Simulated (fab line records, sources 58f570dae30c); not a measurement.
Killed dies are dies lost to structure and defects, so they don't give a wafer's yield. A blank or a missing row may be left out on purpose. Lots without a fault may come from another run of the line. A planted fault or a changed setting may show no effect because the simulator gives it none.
Which tool did it? | flow berkeley_cmos170 | 15 lots, 45 wafers sampled, at 4 steps of a route of 331

WHAT THE GAUGES READ, wafer by wafer
UCB170_START_BOW_MEAS_00.
lot  | measured    | on            | INCOMING_BOW (um)
L298 | day 1 10:01 | film_metro-02 | -1 10 8
L299 | day 1 15:02 | film_metro-01 | -1 -8 10
L300 | day 1 20:01 | film_metro-03 | 0 4 7
L301 | day 2 01:02 | film_metro-03 | 0 12 -10
L302 | day 2 06:01 | film_metro-01 | -1 2 7
L303 | day 2 11:00 | film_metro-02 | -4 4 -5
L304 | day 2 16:04 | film_metro-03 | 4 3 4
L305 | day 2 21:02 | film_metro-03 | 7 6 5
L306 | day 3 02:00 | film_metro-01 | 0 1 -9
L307 | day 3 07:00 | film_metro-03 | 5 6 5
L308 | day 3 12:02 | film_metro-03 | 4 1 8
L314 | day 4 18:00 | film_metro-02 | 4 1 3
L315 | day 4 23:01 | film_metro-01 | 2 8 2
L320 | day 6 00:02 | film_metro-03 | 0 -7 13
L321 | day 6 05:01 | film_metro-01 | 2 -6 7

UCB170_PWELL_THK_MEAS_03.
lot  | measured    | on            | PWELL_OXIDE_THK (nm)
L298 | day 2 17:49 | film_metro-02 | 25.6 25.6 26.0
L299 | day 2 22:07 | film_metro-01 | 25.3 25.8 25.1
L300 | day 3 08:17 | film_metro-04 | 25.8 26.1 26.6
L301 | day 3 08:18 | film_metro-01 | 25.4 25.8 25.6
L302 | day 3 23:19 | film_metro-04 | 25.8 26.2 25.8
L303 | day 3 23:19 | film_metro-02 | 26.0 25.8 26.4
L304 | day 4 01:54 | film_metro-01 | 26.0 25.8 25.5
L305 | day 4 06:16 | film_metro-01 | 25.5 25.7 26.2
L306 | day 4 06:15 | film_metro-04 | 26.4 26.4 26.5
L307 | day 4 09:13 | film_metro-01 | 26.3 26.4 26.2
L308 | day 4 17:30 | film_metro-01 | 26.4 26.4 26.0
L314 | day 5 23:22 | film_metro-01 | 26.0 25.5 25.4
L315 | day 5 23:22 | film_metro-04 | 26.8 26.9 26.9
L320 | day 7 03:32 | film_metro-04 | 26.2 26.1 26.4
L321 | day 7 06:19 | film_metro-04 | 26.1 26.1 26.2

UCB170_ACTIVE_THK_MEAS_03.
lot  | measured    | on            | ACTIVE_OXIDE_THK (nm)
L298 | day 3 23:18 | film_metro-01 | 26.3 26.4 26.2
L299 | day 4 00:40 | film_metro-03 | 26.5 26.0 26.0
L300 | day 4 08:32 | film_metro-01 | 26.8 26.9 26.8
L301 | day 4 08:33 | film_metro-03 | 27.3 27.2 27.0
L302 | day 5 10:29 | film_metro-01 | 26.9 26.6 26.6
L303 | day 5 10:28 | film_metro-03 | 26.5 26.6 26.7
L304 | day 5 10:34 | film_metro-02 | 26.1 26.1 26.3
L305 | day 5 10:33 | film_metro-03 | 26.3 26.0 26.4
L306 | day 5 10:28 | film_metro-02 | 26.7 26.8 26.5
L307 | day 5 10:25 | film_metro-01 | 26.1 26.2 26.1
L308 | day 5 17:52 | film_metro-01 | 25.8 25.6 25.8
L314 | day 7 01:58 | film_metro-03 | 30.6 30.3 30.6
L315 | day 7 03:43 | film_metro-03 | 30.7 30.4 30.7
L320 | day 8 07:58 | film_metro-03 | 30.7 30.5 30.8
L321 | day 8 07:57 | film_metro-01 | 26.7 27.1 26.7

WHICH TOOL RAN EACH LOT (tool, then ch and the chambers of the sampled wafers, then the start)
lot  | UCB170_ZERO_STRIP_07
L298 | plasma_asher-04 ch 0,1, day 1 19:50
L299 | plasma_asher-03 ch 0,1, day 2 00:43
L300 | plasma_asher-03 ch 0,1, day 2 06:32
L301 | plasma_asher-01 ch 0,1, day 2 10:09
L302 | plasma_asher-03 ch 0, day 2 14:01
L303 | plasma_asher-03 ch 0,1, day 2 19:34
L304 | plasma_asher-01 ch 0,1, day 3 04:03
L305 | plasma_asher-01 ch 0,1, day 3 12:01
L306 | plasma_asher-01 ch 0,1, day 3 11:26
L307 | plasma_asher-04 ch 0,1, day 3 14:43
L308 | plasma_asher-01 ch 0,1, day 3 19:19
L314 | plasma_asher-03 ch 0,1, day 5 06:55
L315 | plasma_asher-04 ch 0,1, day 5 06:38
L320 | plasma_asher-03 ch 0,1, day 6 08:02
L321 | plasma_asher-01 ch 1, day 6 11:05
- UCB170_ZERO_STRIP_07: strips in O2.

WHAT THE TOOLS THEMSELVES READ (means of the sampled wafers that have a number; where no wafer has one, the mark that the record gives instead)
UCB170_ZERO_STRIP_07.
lot  | tool            | drypump_motor_current_A (A) | oes_product_au (a.u.) | strip_time_to_endpoint_s (s)
L298 | plasma_asher-04 | 6.1                         | 0.726                 | 21.46
L299 | plasma_asher-03 | 6.2                         | 0.726                 | 21.48
L300 | plasma_asher-03 | 6.2                         | 0.728                 | 21.40
L301 | plasma_asher-01 | 5.6                         | 0.727                 | 21.47
L302 | plasma_asher-03 | 6.2                         | 0.730                 | 21.49
L303 | plasma_asher-03 | 6.2                         | 0.731                 | 21.51
L304 | plasma_asher-01 | 5.6                         | 0.725                 | 21.51
L305 | plasma_asher-01 | 5.7                         | 0.724                 | 21.48
L306 | plasma_asher-01 | 5.7                         | 0.727                 | 21.46
L307 | plasma_asher-04 | 5.5                         | 0.731                 | 21.55
L308 | plasma_asher-01 | 5.6                         | 0.726                 | 21.47
L314 | plasma_asher-03 | 6.2                         | 0.726                 | 21.52
L315 | plasma_asher-04 | 5.5                         | 0.724                 | 21.42
L320 | plasma_asher-03 | 6.2                         | 0.722                 | 21.49
L321 | plasma_asher-01 | 5.5                         | 0.728                 | 21.52

THE ANSWER, worked out from the rows above alone
Rule: what is usual is taken from the lots themselves. Put in order of their means at a reading, lots are off if they are a third of the lots or fewer, leave a main group of 4 or more, and stand apart from it by a gap of 3 or more times the standard deviation of the main group's means; of several such gaps the widest counts. A main group whose means are all the same, to the digits that the tables above print for the reading, isn't used. A lot without any number at a reading at which 4 lots or more have one is off too. The other lots that the step has rows for count as sound. The gauges are gone through in route order, then the tools' own readings, and for those a lot's mean is taken as printed above. The first step at which some lot is off is used, and at that step the reading that is off furthest; a lot without a number counts as furthest.
Off: L314, L315, L320, at UCB170_ACTIVE_THK_MEAS_03 (ACTIVE_OXIDE_THK). The main group: mean 26.5 nm, standard deviation 0.39.
A tool fits if, at a process step before that reading, it ran every lot that is off, and no sound lot after the first of them. The gauges at UCB170_ACTIVE_THK_MEAS_03 are tried like those tools. One fits: film_metro-03 at UCB170_ACTIVE_THK_MEAS_03. Its last sound lot is L305 (day 5 10:33), its first lot that is off L314 (day 7 01:58): a fault that began between those two fits.

WHAT THE SIMULATOR HAD PUT IN
Metrology matching offset: film_metro-03, from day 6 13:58 on, at UCB170_ACTIVE_THK_MEAS_03. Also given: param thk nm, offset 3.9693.
Lots struck among those shown: L314, L315, L320. The rule above found the same.
